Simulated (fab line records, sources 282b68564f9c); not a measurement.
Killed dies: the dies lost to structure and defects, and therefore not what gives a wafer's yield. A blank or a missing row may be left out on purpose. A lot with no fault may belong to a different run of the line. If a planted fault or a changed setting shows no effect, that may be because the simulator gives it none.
Commonality check across tools    flow rit_cmos    Sampled: 14 lots, 42 wafers

REASON IT WAS OPENED
RIT_ACTIVE_THK_MEAS_02, reading ACTIVE_OXIDE_THK: flagged on 2 of 14 lots. No-fault wafers: 46.9 nm, standard deviation 0.82.
Rule: a lot gets a flag if all its wafers with a number sit over 4 standard deviations from that mean, or if no wafer of it has a number. As for the other lots, they are considered sound.

lot   measured     on             ACTIVE_OXIDE_THK (nm), wafer by wafer  flag
L356  day 1 12:03  film_metro-02  46.0 46.5 46.5                         
L357  day 1 17:03  film_metro-02  47.2 48.0 47.9                         
L358  day 1 22:04  film_metro-02  46.1 45.4 47.1                         
L359  day 2 03:03  film_metro-02  47.3 47.7 47.1                         
L360  day 2 09:15  film_metro-04  47.4 46.8 46.5                         
L361  day 2 13:04  film_metro-02  46.2 46.6 46.6                         
L363  day 3 01:18  film_metro-01  75.2 73.5 74.8                         FLAGGED
L365  day 3 13:53  film_metro-01  76.3 76.6 75.6                         FLAGGED
L369  day 4 05:03  film_metro-02  46.8 46.5 46.9                         
L372  day 4 21:40  film_metro-02  46.5 47.5 46.8                         
L375  day 5 11:04  film_metro-04  48.2 48.0 49.2                         
L376  day 5 16:17  film_metro-01  46.4 46.6 47.2                         
L377  day 5 21:03  film_metro-01  44.6 45.1 45.3                         
L379  day 6 07:03  film_metro-04  45.7 46.7 47.4                         
The numbers of the flagged lots are 75.3 nm on average: +28.4 nm against the usual, or +35 standard deviations.

WHICH TOOL RAN EACH LOT
The record keeps 1 process step preceding the reading, out of 202 steps on the route. Every cell lists first the tool, next ch and the chambers used by the sampled wafers, and last the start.
lot   flag     RIT_ACTIVE_OXIDATION_01
L356           furnace-04 ch 0, day 1 10:07
L357           furnace-03 ch 0, day 1 15:07
L358           furnace-04 ch 0, day 1 20:07
L359           furnace-01 ch 0, day 2 01:07
L360           furnace-04 ch 0, day 2 07:19
L361           furnace-04 ch 0, day 2 11:07
L363  FLAGGED  furnace-04 ch 0, day 2 21:12
L365  FLAGGED  furnace-04 ch 0, day 3 08:51 and furnace-01 ch 0, day 3 11:57
L369           furnace-01 ch 0, day 4 03:07
L372           furnace-04 ch 0, day 4 19:44
L375           furnace-01 ch 0, day 5 09:07
L376           furnace-03 ch 0, day 5 14:21
L377           furnace-03 ch 0, day 5 19:07
L379           furnace-04 ch 0, day 6 05:07
What these steps do:
- RIT_ACTIVE_OXIDATION_01: target thk 46.8 nm, ox time 3360 s.
- RIT_ACTIVE_THK_MEAS_02

FLAGGED OVER TOTAL, TOOL BY TOOL (the gauges that took the reading come last)
step                     tool           lots run  flagged  share of the flagged lots  sound lots run after its first flagged lot
RIT_ACTIVE_OXIDATION_01  furnace-01     4         1        some                       2 (L369,L375)
RIT_ACTIVE_OXIDATION_01  furnace-03     3         0        none                       -
RIT_ACTIVE_OXIDATION_01  furnace-04     8         2        all                        2 (L372,L379)
RIT_ACTIVE_THK_MEAS_02   film_metro-01  4         2        all                        2 (L376,L377)
RIT_ACTIVE_THK_MEAS_02   film_metro-02  7         0        none                       -
RIT_ACTIVE_THK_MEAS_02   film_metro-04  3         0        none                       -

WHAT THE TABLE PERMITS
Table rows that saw every flagged lot: 2, namely furnace-04 at RIT_ACTIVE_OXIDATION_01 and film_metro-01 at RIT_ACTIVE_THK_MEAS_02.
- furnace-04 at RIT_ACTIVE_OXIDATION_01 ran 8 lots, 2 of them flagged. Lots that were sound ran on it after the first flagged one (L372, L379); a persistent fault on the entire tool would not allow that.
- film_metro-01 at RIT_ACTIVE_THK_MEAS_02 ran 4 lots, 2 of them flagged. Lots that were sound ran on it after the first flagged one (L376, L377); a persistent fault on the entire tool would not allow that.
None of the table's rows ran every flagged lot and, after the first, no sound lot.

WHAT THE SIMULATOR HAD PUT IN
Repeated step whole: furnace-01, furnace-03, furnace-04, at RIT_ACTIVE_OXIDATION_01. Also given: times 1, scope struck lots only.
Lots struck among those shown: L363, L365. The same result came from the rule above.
